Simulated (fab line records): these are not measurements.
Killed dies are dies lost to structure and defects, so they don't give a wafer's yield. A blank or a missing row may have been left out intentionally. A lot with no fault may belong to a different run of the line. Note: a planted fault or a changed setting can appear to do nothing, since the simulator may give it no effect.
Split-lot trial + flow berkeley cmos170 + on a route of 331 steps: 5 lots, 23 wafers read

## THE SPLIT ITSELF
At UCB170_ACTIVE_OXIDATION_02 (target thk 26.4 nm, ox time 1260 s), the setting temp c was moved away from the recipe's 1000 C on 10 of the 23 wafers read, by -1.3% to +1.0%. For the rest of the wafers, this setting stayed at what the recipe calls for.

Between the split and the reading, the file records no step.

## THE READING
ACTIVE_OXIDE_THK (nm), taken at UCB170_ACTIVE_THK_MEAS_03. A value of 26.1 nm with a standard deviation of 0.55 nm is what fault-free wafers of this fab line usually give.

| wafer  | tool, chamber at the split | temp c as run, C | against the recipe | ACTIVE_OXIDE_THK, nm | against lot-mates on the recipe |
|--------|----------------------------|------------------|--------------------|----------------------|---------------------------------|
| L074.1 | -, -                       | 1010             | +1.0%              | 29.0                 | no lot-mate on the recipe       |
| L074.2 | -, -                       | 1010             | +1.0%              | 28.6                 | no lot-mate on the recipe       |
| L074.4 | -, -                       | 1010             | +1.0%              | 29.4                 | no lot-mate on the recipe       |
| L074.5 | -, -                       | 1010             | +1.0%              | 29.2                 | no lot-mate on the recipe       |
| L074.6 | -, -                       | 1010             | +1.0%              | 29.0                 | no lot-mate on the recipe       |
| L077.2 | -, -                       | 1000             | recipe             | 26.5                 | -                               |
| L077.3 | -, -                       | 1000             | recipe             | 26.6                 | -                               |
| L077.4 | -, -                       | 1000             | recipe             | 26.9                 | -                               |
| L077.5 | -, -                       | 1000             | recipe             | 26.4                 | -                               |
| L077.6 | -, -                       | 1000             | recipe             | 26.4                 | -                               |
| L080.1 | -, -                       | 987.2            | -1.3%              | 23.1                 | no lot-mate on the recipe       |
| L080.2 | -, -                       | 987.2            | -1.3%              | 23.1                 | no lot-mate on the recipe       |
| L080.3 | -, -                       | 987.2            | -1.3%              | 22.7                 | no lot-mate on the recipe       |
| L080.5 | -, -                       | 987.2            | -1.3%              | 23.0                 | no lot-mate on the recipe       |
| L080.6 | -, -                       | 987.2            | -1.3%              | 22.6                 | no lot-mate on the recipe       |
| L081.1 | -, -                       | 1000             | recipe             | 25.7                 | -                               |
| L081.2 | -, -                       | 1000             | recipe             | 26.0                 | -                               |
| L081.4 | -, -                       | 1000             | recipe             | 25.6                 | -                               |
| L081.5 | -, -                       | 1000             | recipe             | 26.1                 | -                               |
| L081.6 | -, -                       | 1000             | recipe             | 25.8                 | -                               |
| L082.2 | furnace-01, 0              | 1000             | recipe             | 26.1                 | -                               |
| L082.4 | furnace-01, 0              | 1000             | recipe             | 26.1                 | -                               |
| L082.5 | furnace-01, 0              | 1000             | recipe             | 26.1                 | -                               |

FIT RESULTS
A straight line over all 23 wafers: ACTIVE_OXIDE_THK changes by +2.68 nm for each +1% of temp c; r = +0.99; the points scatter about the line by 0.34 nm.
Too few moved wafers have a lot-mate on the recipe to fit a line with each lot's own level taken away.

## THE WHOLE CHAIN: every reading that the file lists as answering this split, in the file's order
| step                       | what it does                       | reading                                                                             | change (the file's fit)             | r (the file's) |
|----------------------------|------------------------------------|-------------------------------------------------------------------------------------|-------------------------------------|----------------|
| UCB170_ACTIVE_OXIDATION_02 | target thk 26.4 nm, ox time 1260 s | SiO2_of_ACTIVE_OXIDATION_02.thk nm (the simulator's own value, which no gauge read) | +2.7 nm for each +1% of the setting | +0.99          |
| UCB170_ACTIVE_THK_MEAS_03  |                                    | ACTIVE_OXIDE_THK                                                                    | +2.69 for each +1% of the setting   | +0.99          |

## THE FILE'S OWN FIT
ACTIVE_OXIDE_THK changes by +2.69 nm for each +1% of temp c, r = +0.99.
